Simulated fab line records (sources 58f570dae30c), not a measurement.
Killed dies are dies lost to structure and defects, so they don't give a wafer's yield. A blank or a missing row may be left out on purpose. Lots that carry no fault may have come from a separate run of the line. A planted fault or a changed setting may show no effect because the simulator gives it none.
Which of the tools did it? ; flow berkeley_cmos170 ; 14 lots, 42 wafers sampled, at 6 steps of a route of 331

WHAT EACH GAUGE READ, for each wafer
UCB170_START_THK_MEAS_03. Usual: for START_OXIDE_THK the level is 20.0 nm and the standard deviation is 0.41.
lot;measured;on;START_OXIDE_THK (nm);flag
L556;day 1 11:50;film_metro-02;20.5 20.3 20.2;
L557;day 1 20:19;film_metro-02;20.1 20.3 20.1;
L559;day 2 06:20;film_metro-04;20.2 20.5 20.3;
L560;day 2 11:21;film_metro-02;19.8 19.8 19.8;
L561;day 2 17:16;film_metro-04;20.1 19.7 19.9;
L563;day 3 02:44;film_metro-03;19.3 19.3 19.5;
L566;day 3 16:56;film_metro-02;20.0 20.6 20.0;
L569;day 4 10:25;film_metro-03;20.7 20.0 19.6;
L571;day 4 18:24;film_metro-04;19.7 19.6 19.4;
L573;day 5 05:35;film_metro-04;20.8 20.8 20.7;
L575;day 5 16:29;film_metro-02;20.0 20.1 19.8;
L577;day 6 00:33;film_metro-04;20.3 20.4 20.4;
L578;day 6 05:23;film_metro-02;19.7 19.5 19.5;
L579;day 6 14:50;film_metro-03;20.8 20.8 20.9;

UCB170_PLDD_TW_MEAS_11. Usual: for PLDD_TW the level is 1009 and the standard deviation is 4.8.
lot;measured;on;PLDD_TW;flag
L556;day 7 18:03;film_metro-02;1008 1007 1012;
L557;day 7 23:03;film_metro-03;1010 1017 1019;
L559;day 8 04:37;film_metro-03;1003 1007 999;
L560;day 8 04:17;film_metro-02;1010 1009 1015;
L561;day 8 15:48;film_metro-02;971 974 968;OFF
L563;day 8 16:23;film_metro-03;1008 1003 1005;
L566;day 9 15:24;film_metro-04;967 971 970;OFF
L569;day 10 05:35;film_metro-02;1007 1007 1005;
L571;day 10 05:49;film_metro-03;1012 1016 1014;
L573;day 11 04:25;film_metro-04;1016 1013 1016;
L575;day 11 04:28;film_metro-02;1006 1009 1009;
L577;day 12 02:00;film_metro-04;1011 1017 1016;
L578;day 12 02:13;film_metro-04;1010 1015 1015;
L579;day 12 15:18;film_metro-02;1012 1009 1011;

UCB170_SDANNEAL_RS_MEAS_04: measurement is done with a four-point probe. Usual: for PLDD_RS the level is 1031.5 ohm/sq and the standard deviation is 2.5.
lot;measured;on;PLDD_RS (ohm/sq);flag
L556;day 8 05:11;film_metro-04;1034.6 1029.6 1029.9;
L557;day 8 11:10;film_metro-02;1031.2 1033.2 1034.5;
L559;day 8 20:07;film_metro-03;1032.8 1032.6 1034.2;
L560;day 8 18:48;film_metro-04;1031.0 1032.3 1032.5;
L561;day 9 05:27;film_metro-02;1138.6 1137.6 1134.6;OFF
L563;day 9 06:04;film_metro-04;1030.2 1030.3 1030.2;
L566;day 10 03:31;film_metro-03;1133.7 1135.9 1132.3;OFF
L569;day 10 20:22;film_metro-04;1033.2 1032.1 1034.6;
L571;day 10 20:22;film_metro-02;1031.0 1033.6 1035.0;
L573;day 11 18:10;film_metro-04;1032.6 1034.4 1034.3;
L575;day 11 19:13;film_metro-04;1030.8 1030.3 1026.1;
L577;day 12 15:07;film_metro-04;1028.9 1026.9 1027.7;
L578;day 12 15:52;film_metro-03;1029.1 1029.3 1030.9;
L579;day 13 08:10;film_metro-02;1033.4 1031.3 1033.5;

UCB170_V1_OVL_MEAS_13. Usual: for V1_OVL the level is -2 nm and the standard deviation is 4.9.
lot;measured;on;V1_OVL (nm);flag
L556;day 8 17:46;overlay-01;-9 -7 -4;
L557;day 9 02:55;overlay-02;-4 2 2;
L559;day 9 08:58;overlay-01;-3 2 -1;
L560;day 9 06:30;overlay-02;9 9 5;
L561;day 9 17:08;overlay-02;-2 -2 -1;
L563;day 9 18:58;overlay-02;2 0 2;
L566;day 10 16:08;overlay-02;-8 -8 -10;
L569;day 11 09:03;overlay-02;2 -5 1;
L571;day 11 11:45;overlay-01;1 3 0;
L573;day 12 11:02;overlay-02;-10 -7 -8;
L575;day 12 10:49;overlay-01;-12 1 -2;
L577;day 13 04:58;overlay-01;-11 -3 -5;
L578;day 13 05:31;overlay-01;-1 4 0;
L579;day 13 22:40;overlay-01;-1 5 -4;

UCB170_V2_CD_MEAS_12: target cd 700 nm. Usual: cd_nm reads 699.9 nm (standard deviation 1.3).
lot;measured;on;cd_nm (nm);flag
L556;day 8 23:56;cd_sem-02;700.6 701.4 700.5;
L557;day 9 07:58;cd_sem-01;701.8 700.8 701.9;
L559;day 9 15:32;cd_sem-02;701.0 701.5 699.8;
L560;day 9 12:11;cd_sem-01;699.3 699.0 700.5;
L561;day 9 22:26;cd_sem-01;699.1 697.9 699.3;
L563;day 10 00:26;cd_sem-01;701.0 700.7 700.1;
L566;day 10 22:33;cd_sem-01;699.3 699.4 698.4;
L569;day 11 14:05;cd_sem-02;699.3 698.1 699.0;
L571;day 11 18:06;cd_sem-02;698.9 701.1 699.4;
L573;day 12 19:05;cd_sem-01;699.9 699.1 699.9;
L575;day 12 18:55;cd_sem-02;704.2 701.8 702.1;
L577;day 13 10:40;cd_sem-01;698.3 698.3 699.1;
L578;day 13 11:28;cd_sem-01;700.5 700.3 701.6;
L579;day 14 05:10;cd_sem-02;698.8 699.7 698.7;

EACH LOT AND THE TOOL THAT RAN IT (in order: tool; ch and the chambers of the sampled wafers; start)
lot;UCB170_PLDD_IMPLANT_09
L556;implanter-04 ch 0, day 7 17:49
L557;implanter-04 ch 0, day 7 22:49
L559;implanter-04 ch 0, day 8 04:23
L560;implanter-04 ch 0, day 8 04:03
L561;implanter-04 ch 0, day 8 15:33
L563;implanter-03 ch 0, day 8 16:08
L566;implanter-04 ch 0, day 9 15:09
L569;implanter-03 ch 0, day 10 05:20
L571;implanter-01 ch 0, day 10 05:35
L573;implanter-03 ch 0, day 11 04:10
L575;implanter-01 ch 0, day 11 04:14
L577;implanter-03 ch 0, day 12 01:34
L578;implanter-01 ch 0, day 12 01:58
L579;implanter-03 ch 0, day 12 15:03
- UCB170_PLDD_IMPLANT_09

AS READ BY THE TOOLS THEMSELVES (means over the sampled wafers that have a number; for cases with no such wafer, the mark the record gives instead)
UCB170_PLDD_IMPLANT_09. Usual: beam_energy_keV 10.000, standard deviation 0.0029; beam_on_s 10.2 s, standard deviation 0.37; dose_ions_cm2 5e+13, standard deviation 5.6e+10; faraday_current_uA 155, standard deviation 5.5.
lot;tool;beam_energy_keV;beam_on_s (s);dose_ions_cm2;faraday_current_uA;flag
L556;implanter-04;9.998;9.9;5e+13;160;
L557;implanter-04;10.001;9.9;5e+13;159;
L559;implanter-04;10.003;10.1;5e+13;157;
L560;implanter-04;9.997;9.9;5e+13;160;
L561;implanter-04;9.997;10.0;4e+13;124;OFF
L563;implanter-03;10.002;10.6;5e+13;151;
L566;implanter-04;9.999;9.9;4e+13;125;OFF
L569;implanter-03;10.004;10.7;5e+13;148;
L571;implanter-01;10.002;9.8;5e+13;162;
L573;implanter-03;9.999;10.6;5e+13;149;
L575;implanter-01;10.003;10.0;5e+13;159;
L577;implanter-03;10.000;10.4;5e+13;152;
L578;implanter-01;10.004;10.0;5e+13;158;
L579;implanter-03;10.003;10.6;5e+13;149;

THE ANSWER, worked out from the rows above alone
Rule: lot off if the mean of its wafers having a number is beyond 3 standard deviations from the usual mean. A lot without any number at a reading at which 4 lots or more have one is off too. The other lots that the step has rows for count as sound. Order of review: gauges by route order, followed by the tools' own readings, for which a lot's mean as printed above is used. At the first step where some lot is off, the reading lying furthest off is the one used; lots without a number count as furthest.
Off: L561, L566, at UCB170_PLDD_TW_MEAS_11 (PLDD_TW).
A tool fits if, at a process step before that reading, it ran every lot that is off, and no sound lot after the first of them. Not tried: the gauges at UCB170_PLDD_TW_MEAS_11; whatever is off there is also off at UCB170_PLDD_IMPLANT_09, on other tools, and gauge error can't account for it. One fits: UCB170_PLDD_IMPLANT_09 on implanter-04. Its last sound lot is L559 (day 8 04:23), its first lot that is off L561 (day 8 15:33): a fault that began between those two fits.
The tool's own readings at UCB170_PLDD_IMPLANT_09 bear it out: on the lots that are off they differ by more than 5 times the standard deviation of the sound lots' means. dose_ions_cm2 reads 4e+13 there against 5e+13 on the sound lots; faraday_current_uA reads 124 there against 155 on the sound lots.

WHAT WAS PUT IN BY THE SIMULATOR
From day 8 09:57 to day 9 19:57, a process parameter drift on implanter-04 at UCB170_PLDD_IMPLANT_09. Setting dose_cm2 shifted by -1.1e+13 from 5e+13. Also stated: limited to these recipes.
Lots struck among those shown: L561, L566. The rule above found the same.
